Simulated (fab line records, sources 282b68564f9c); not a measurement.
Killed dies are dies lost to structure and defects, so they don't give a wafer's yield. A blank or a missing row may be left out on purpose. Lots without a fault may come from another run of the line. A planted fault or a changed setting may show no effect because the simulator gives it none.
A struck lot beside a sound one | flow rit_cmos | 14 steps out of a route of 202
Sound: wafers L651.2, L651.4, L651.6. Struck: wafers L641.1, L641.4, L641.6. The cause comes at the end.
At each step with rows: each side's tool, then ch and its chambers, then its first start. Under that, the readings that differ: sound wafers | struck wafers | difference of the means | sigmas: that difference in standard deviations of wafers without a fault.
alike: readings whose means differ by less than 2 such deviations, and words and numbers that are the same on both sides. not compared: withheld readings, readings that some wafer has no value for, bounds like >300 that may hide the same value, and numbers for which the record gives no deviation and whose values overlap.
The two part at a step that has a row with sigmas, a row that says differs or no value, or rows on one side only. Numbers that don't overlap but have no deviation are shown without sigmas and don't part them. A reading that every wafer of one side lacks parts them only if that side has two wafers or more.

first, 2 steps without rows for these wafers: RIT_NSD_PEB_04; RIT_NSD_DEVELOP_05 (develop time 50 s).
RIT_NSD_OVL_MEAS_06:
  sound on overlay-01, day 6 05:58; struck on overlay-02, day 4 01:30
  reading      | sound       | struck         | difference | sigmas
  NSD_OVL (nm) | 1.7 1.4 0.5 | -0.8 -3.0 -2.2 | -3.2       | -2
then, 2 steps without rows for these wafers: RIT_NSD_HARDBAKE_07 (time 60 s); RIT_NSD_IMPLANT_08.
RIT_NSD_STRIP_09: strips in O2, time 180 s.
  sound on plasma_asher-02 ch 0,1, day 6 06:17; struck on plasma_asher-01 ch 0,1, day 4 01:50
  alike: drypump_motor_current_A
  not compared: rf_hours_counter_h
RIT_NSD_TW_MEAS_10:
  sound on film_metro-03, day 6 06:28; struck on film_metro-04, day 4 02:01
  alike: NSD_TW
then, 5 steps without rows for these wafers: RIT_PSD_HMDS_00 (prime time 60 s); RIT_PSD_COAT_01 (resist thk 1000 nm); RIT_PSD_SOFTBAKE_02 (time 60 s); RIT_PSD_EXPOSE_03 (exposes mask M10, target cd 40900 nm); RIT_PSD_PEB_04.
RIT_PSD_DEVELOP_05: develop time 50 s.
  sound on litho_track-01 ch 0, day 6 07:00; struck on litho_track-02, day 4 02:00
  no value came back on the struck wafers for chill_plate_temp_C (C), develop_time_s (s); on the sound wafers chill_plate_temp_C (C) reads 23.10 23.06 23.20
RIT_PSD_OVL_MEAS_06:
  sound on overlay-02, day 6 07:25; struck on overlay-01, day 4 02:55
  reading      | sound          | struck | difference                    | sigmas
  PSD_OVL (nm) | -2.0 -1.8 -1.6 | - - -  | no value on the struck wafers |

WHERE THEY PART
First at RIT_NSD_OVL_MEAS_06; last, within this record, at RIT_PSD_OVL_MEAS_06.

WHY: what the simulator had put in
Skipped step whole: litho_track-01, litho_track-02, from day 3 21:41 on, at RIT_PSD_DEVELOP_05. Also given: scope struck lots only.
